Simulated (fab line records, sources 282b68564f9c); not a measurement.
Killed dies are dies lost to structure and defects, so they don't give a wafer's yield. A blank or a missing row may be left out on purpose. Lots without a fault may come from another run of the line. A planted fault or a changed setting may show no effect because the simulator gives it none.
A struck lot beside a sound one | flow rit_cmos | 34 steps out of a route of 202
Sound: wafers L397.1, L397.4, L397.6. Struck: wafers L384.1, L384.3, L384.4. The cause comes at the end.
At each step with rows: each side's tool, then ch and its chambers, then its first start. Under that, the readings that differ: sound wafers | struck wafers | difference of the means | sigmas: that difference in standard deviations of wafers without a fault.
alike: readings whose means differ by less than 2 such deviations, and words and numbers that are the same on both sides. not compared: withheld readings, readings that some wafer has no value for, bounds like >300 that may hide the same value, and numbers for which the record gives no deviation and whose values overlap.
The two part at a step that has a row with sigmas, a row that says differs or no value, or rows on one side only. Numbers that don't overlap but have no deviation are shown without sigmas and don't part them. A reading that every wafer of one side lacks parts them only if that side has two wafers or more.

first, 2 steps without rows for these wafers: RIT_SPACER_CLEAN_02 (cleans in SC2, time 600 s); RIT_SPACER_CVD_03 (deposits Si3N4 from SiH2Cl2/NH3, target thk 250 nm, time 3300 s).
RIT_SPACER_THK_MEAS_04:
  sound on film_metro-01, day 6 09:04; struck on film_metro-03, day 3 17:27
  alike: SPACER_NITRIDE_THK
RIT_SPACER_ETCHBACK_05: etches Si3N4 in SF6/CHF3, stops on SiO2, target depth 250 nm, time 240 s.
  sound on rie_diel-04 ch 0,2,3, day 6 09:07; struck on rie_diel-03 ch 0,2,3, day 3 17:31
  alike: chamber_pressure_mTorr, drypump_motor_current_A, oes_product_au, rf_fwd_power_W, throttle_valve_pct
  not compared: rf_hours_counter_h
then, 6 steps without rows for these wafers: RIT_NSD_HMDS_00 (prime time 60 s); RIT_NSD_COAT_01 (resist thk 1000 nm); RIT_NSD_SOFTBAKE_02 (time 60 s); RIT_NSD_EXPOSE_03 (exposes mask M9, target cd 40700 nm); RIT_NSD_PEB_04; RIT_NSD_DEVELOP_05 (develop time 50 s).
RIT_NSD_OVL_MEAS_06:
  sound on overlay-01, day 6 10:15; struck on overlay-01, day 3 18:31
  alike: NSD_OVL
then, 1 step without rows for these wafers: RIT_NSD_HARDBAKE_07 (time 60 s).
RIT_NSD_IMPLANT_08:
  sound on implanter-04 ch 0, day 6 10:31; struck on implanter-03 ch 0, day 3 18:41
  reading            | sound                          | struck                           | difference  | sigmas
  dose_ions_cm2      | 9.997e+14 1.0002e+15 9.999e+14 | 1.1689e+15 1.1712e+15 1.1705e+15 | +1.7027e+14 | +99 or more
  faraday_current_uA | 3158 3152 3069                 | 3580 3717 3703                   | +540        | +9
RIT_NSD_STRIP_09: strips in O2, time 180 s.
  sound on plasma_asher-03 ch 1, day 6 10:40; struck on plasma_asher-03 ch 0,1, day 3 18:50
  alike: chamber_pressure_mTorr, drypump_motor_current_A
  not compared: rf_hours_counter_h
RIT_NSD_TW_MEAS_10:
  sound on film_metro-04, day 6 10:50; struck on film_metro-03, day 3 19:01
  reading | sound          | struck         | difference | sigmas
  NSD_TW  | 3100 3089 3089 | 3275 3265 3260 | +174       | +7
then, 6 steps without rows for these wafers: RIT_PSD_HMDS_00 (prime time 60 s); RIT_PSD_COAT_01 (resist thk 1000 nm); RIT_PSD_SOFTBAKE_02 (time 60 s); RIT_PSD_EXPOSE_03 (exposes mask M10, target cd 40900 nm); RIT_PSD_PEB_04; RIT_PSD_DEVELOP_05 (develop time 50 s).
RIT_PSD_OVL_MEAS_06:
  sound on overlay-01, day 6 11:44; struck on overlay-02, day 3 20:02
  alike: PSD_OVL
then, 2 steps without rows for these wafers: RIT_PSD_HARDBAKE_07 (time 60 s); RIT_PSD_IMPLANT_08.
RIT_PSD_STRIP_09: strips in O2, time 180 s.
  sound on plasma_asher-04 ch 0,1, day 6 12:05; struck on plasma_asher-03 ch 0,1, day 3 20:22
  alike: chamber_pressure_mTorr, drypump_motor_current_A
  not compared: rf_hours_counter_h
RIT_PSD_TW_MEAS_10:
  sound on film_metro-03, day 6 12:15; struck on film_metro-03, day 3 20:32
  alike: PSD_TW
then, 3 steps without rows for these wafers: RIT_SDANNEAL_CLEAN_00 (cleans in SC1, time 600 s); RIT_SDANNEAL_CLEAN_01 (cleans in dHF, time 30 s); RIT_SDANNEAL_CLEAN_02 (cleans in SC2, time 600 s).
RIT_SDANNEAL_RTA_03: time 5 s.
  sound on rtp_anneal-02 ch 0, day 6 12:41; struck on rtp_anneal-01 ch 0, day 3 20:59
  alike: wafer_temp_C_max
RIT_SDANNEAL_RS_MEAS_04: measures by four-point-probe.
  sound on film_metro-01, day 6 12:44; struck on film_metro-03, day 3 21:03
  alike: PSD_RS
RIT_SDANNEAL_RS_MEAS_05: measures by four-point-probe.
  sound on film_metro-01, day 6 12:52; struck on film_metro-03, day 3 21:10
  reading         | sound             | struck            | difference | sigmas
  NSD_RS (ohm/sq) | 84.73 84.35 84.69 | 75.03 75.00 74.91 | -9.61      | -37
RIT_SDANNEAL_RS_MEAS_06: measures by four-point-probe.
  sound on film_metro-01, day 6 12:59; struck on film_metro-03, day 3 21:17
  alike: PLDD_RS
then, 1 step without rows for these wafers: RIT_M1_PROBE_99.

WHERE THEY PART
First at RIT_NSD_IMPLANT_08; last, within this record, at RIT_SDANNEAL_RS_MEAS_05. Later steps at which nothing parts them and some readings are alike: RIT_SDANNEAL_RS_MEAS_06.

WHY: what the simulator had put in
Process parameter drift: implanter-03, from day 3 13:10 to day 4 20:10, at RIT_NSD_IMPLANT_08. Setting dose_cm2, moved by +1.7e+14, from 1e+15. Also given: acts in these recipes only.
